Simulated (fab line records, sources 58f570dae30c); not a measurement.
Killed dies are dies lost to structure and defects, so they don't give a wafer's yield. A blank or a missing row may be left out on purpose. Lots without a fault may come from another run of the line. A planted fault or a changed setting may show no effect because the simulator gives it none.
One fault seen from 2 desks | flow berkeley_cmos170 | each desk has only its own numbers; what lay behind them comes last

THE TOOL OWNER'S DESK: rie_metal-04
The tool's own readings at UCB170_M1_METAL_ETCH_12 (etches Al in Cl2/BCl3, stops on PSG, target depth 780 nm, time 130 s): means of the sampled wafers that have a number, for each lot that ran on this tool. A lot is out of limits, marked OUT, if its mean lies more than 4 standard deviations from the usual mean; the brackets give that distance.
Columns: A = drypump_motor_current_A at UCB170_M1_METAL_ETCH_12, usual 5.8 A; B = oes_product_au at UCB170_M1_METAL_ETCH_12, usual 0.854 a.u.; C = rf_fwd_power_W at UCB170_M1_METAL_ETCH_12, usual 620.4 W; D = throttle_valve_pct at UCB170_M1_METAL_ETCH_12, usual 24.5 %
lot  | first seen here | A   | B     | C     | D
L631 | day 9 03:56     | 6.0 | 0.849 | 621.3 | 24.8
L643 | day 12 02:40    | 6.6 | 0.851 | 621.5 | 24.6
This desk's finding: nothing out of limits on any of the 2 lots.

THE METROLOGY DESK
What the gauges read, lot by lot, whatever tool the lot ran on: means of the sampled wafers that have a number. A lot is out of limits, marked OUT, if its mean lies more than 4 standard deviations from the usual mean; the brackets give that distance.
Columns: A = M1_AL_RS at UCB170_M1_RS_MEAS_01, usual 0.0484 ohm/sq; B = M1_AL_THK at UCB170_M1_THK_MEAS_02, usual 579 nm; C = cd_nm at UCB170_M1_CD_MEAS_09, usual 700.3 nm; D = M1_OVL at UCB170_M1_OVL_MEAS_10, usual -4 nm; E = cd_nm at UCB170_M1_CD_MEAS_90, usual 699.3 nm
lot  | first seen here | A      | B   | C     | D  | E
L629 | day 8 11:48     | 0.0480 | 584 | 700.2 | -4 | 698.7
L631 | day 9 02:44     | 0.0486 | 577 | 701.8 | -7 | 699.7
L646 | day 12 00:52    | 0.0491 | 572 | 699.3 | -8 | 698.4
L643 | day 12 01:12    | 0.0485 | 576 | 699.8 | -3 | 707.0
L648 | day 13 06:14    | 0.0479 | 586 | 700.1 | -9 | 698.4
This desk's finding: nothing out of limits on any of the 5 lots.

PUT TOGETHER
The tool owner's desk saw nothing out of limits.
The metrology desk saw nothing out of limits.

WHAT THE SIMULATOR HAD PUT IN
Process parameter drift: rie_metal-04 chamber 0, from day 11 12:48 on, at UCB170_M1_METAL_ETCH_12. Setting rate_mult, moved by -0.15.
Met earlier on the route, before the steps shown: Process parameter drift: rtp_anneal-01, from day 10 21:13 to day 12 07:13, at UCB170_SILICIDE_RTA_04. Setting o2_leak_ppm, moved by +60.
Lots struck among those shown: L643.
